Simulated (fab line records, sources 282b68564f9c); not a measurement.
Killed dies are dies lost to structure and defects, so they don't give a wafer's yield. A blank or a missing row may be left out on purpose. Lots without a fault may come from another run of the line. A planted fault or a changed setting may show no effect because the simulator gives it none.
Which tool did it? | flow rit_cmos | 15 lots, 45 wafers sampled, at 2 steps of a route of 202

WHAT THE GAUGES READ, wafer by wafer
RIT_ACTIVE_THK_MEAS_02. Usual: ACTIVE_OXIDE_THK 46.6 nm, standard deviation 0.8.
lot  | measured    | on            | ACTIVE_OXIDE_THK (nm) | flag
L299 | day 1 14:24 | film_metro-02 | 45.5 46.5 46.0        |
L300 | day 1 22:40 | film_metro-03 | 46.8 47.0 46.9        |
L301 | day 1 22:40 | film_metro-02 | 46.0 46.4 47.1        |
L302 | day 2 03:25 | film_metro-03 | 45.7 46.4 46.7        |
L304 | day 2 13:03 | film_metro-04 | 47.9 47.7 47.3        |
L305 | day 2 18:03 | film_metro-03 | 46.8 47.4 47.3        |
L308 | day 3 09:56 | film_metro-04 | 60.9 60.8 60.7        | OFF
L310 | day 3 21:47 | film_metro-03 | 60.3 60.1 61.0        | OFF
L311 | day 4 00:03 | film_metro-04 | 47.1 47.6 46.8        |
L313 | day 4 11:04 | film_metro-03 | 61.5 61.0 60.8        | OFF
L318 | day 5 12:27 | film_metro-02 | 46.1 46.3 46.3        |
L319 | day 5 16:04 | film_metro-03 | 47.0 47.4 46.8        |
L320 | day 5 21:39 | film_metro-02 | 45.6 46.3 46.2        |
L321 | day 6 02:04 | film_metro-02 | 47.6 47.3 47.0        |
L322 | day 6 08:44 | film_metro-03 | 46.9 45.5 45.8        |

WHICH TOOL RAN EACH LOT (tool, then ch and the chambers of the sampled wafers, then the start)
lot  | RIT_ACTIVE_OXIDATION_01
L299 | furnace-03 ch 0, day 1 12:28
L300 | furnace-01 ch 0, day 1 20:44
L301 | furnace-01 ch 0, day 1 20:44
L302 | furnace-03 ch 0, day 2 01:26
L304 | furnace-01 ch 0, day 2 11:07
L305 | furnace-01 ch 0, day 2 16:07
L308 | furnace-01 ch 0, day 3 08:01
L310 | furnace-01 ch 0, day 3 19:49
L311 | furnace-03 ch 0, day 3 22:07
L313 | furnace-01 ch 0, day 4 09:08
L318 | furnace-04 ch 0, day 5 10:31
L319 | furnace-04 ch 0, day 5 14:07
L320 | furnace-03 ch 0, day 5 19:43
L321 | furnace-04 ch 0, day 6 00:07
L322 | furnace-03 ch 0, day 6 06:48
- RIT_ACTIVE_OXIDATION_01: target thk 46.8 nm, ox time 3360 s.

WHAT THE TOOLS THEMSELVES READ (means of the sampled wafers that have a number; where no wafer has one, the mark that the record gives instead)
RIT_ACTIVE_OXIDATION_01. Usual: zone_power_load_pct 34.4 %, standard deviation 0.78; zone_power_source_pct 34.0 %, standard deviation 0.74.
lot  | tool       | zone_power_load_pct (%) | zone_power_source_pct (%) | flag
L299 | furnace-03 | 35.0                    | 33.4                      |
L300 | furnace-01 | 33.4                    | 34.8                      |
L301 | furnace-01 | 33.6                    | 34.1                      |
L302 | furnace-03 | 34.8                    | 33.4                      |
L304 | furnace-01 | 33.5                    | 34.8                      |
L305 | furnace-01 | 33.4                    | 34.7                      |
L308 | furnace-01 | 33.6                    | 34.8                      |
L310 | furnace-01 | 33.8                    | 34.9                      |
L311 | furnace-03 | 34.8                    | 33.2                      |
L313 | furnace-01 | 33.4                    | 34.8                      |
L318 | furnace-04 | 35.3                    | 33.8                      |
L319 | furnace-04 | 35.3                    | 33.5                      |
L320 | furnace-03 | 34.8                    | 33.7                      |
L321 | furnace-04 | 35.0                    | 33.7                      |
L322 | furnace-03 | 35.0                    | 33.5                      |

THE ANSWER, worked out from the rows above alone
Rule: a lot is off if the mean of its wafers that have a number lies more than 3 standard deviations from the usual mean. A lot without any number at a reading at which 4 lots or more have one is off too. The other lots that the step has rows for count as sound. The gauges are gone through in route order, then the tools' own readings, and for those a lot's mean is taken as printed above. The first step at which some lot is off is used, and at that step the reading that is off furthest; a lot without a number counts as furthest.
Off: L308, L310, L313, at RIT_ACTIVE_THK_MEAS_02 (ACTIVE_OXIDE_THK).
A tool fits if, at a process step before that reading, it ran every lot that is off, and no sound lot after the first of them. The gauges at RIT_ACTIVE_THK_MEAS_02 are tried like those tools. One fits: furnace-01 at RIT_ACTIVE_OXIDATION_01. Its last sound lot is L305 (day 2 16:07), its first lot that is off L308 (day 3 08:01): a fault that began between those two fits.

WHAT THE SIMULATOR HAD PUT IN
Process parameter drift: furnace-01, from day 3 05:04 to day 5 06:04, at RIT_ACTIVE_OXIDATION_01. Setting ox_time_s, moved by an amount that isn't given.
Lots struck among those shown: L308, L310, L313. The rule above found the same.
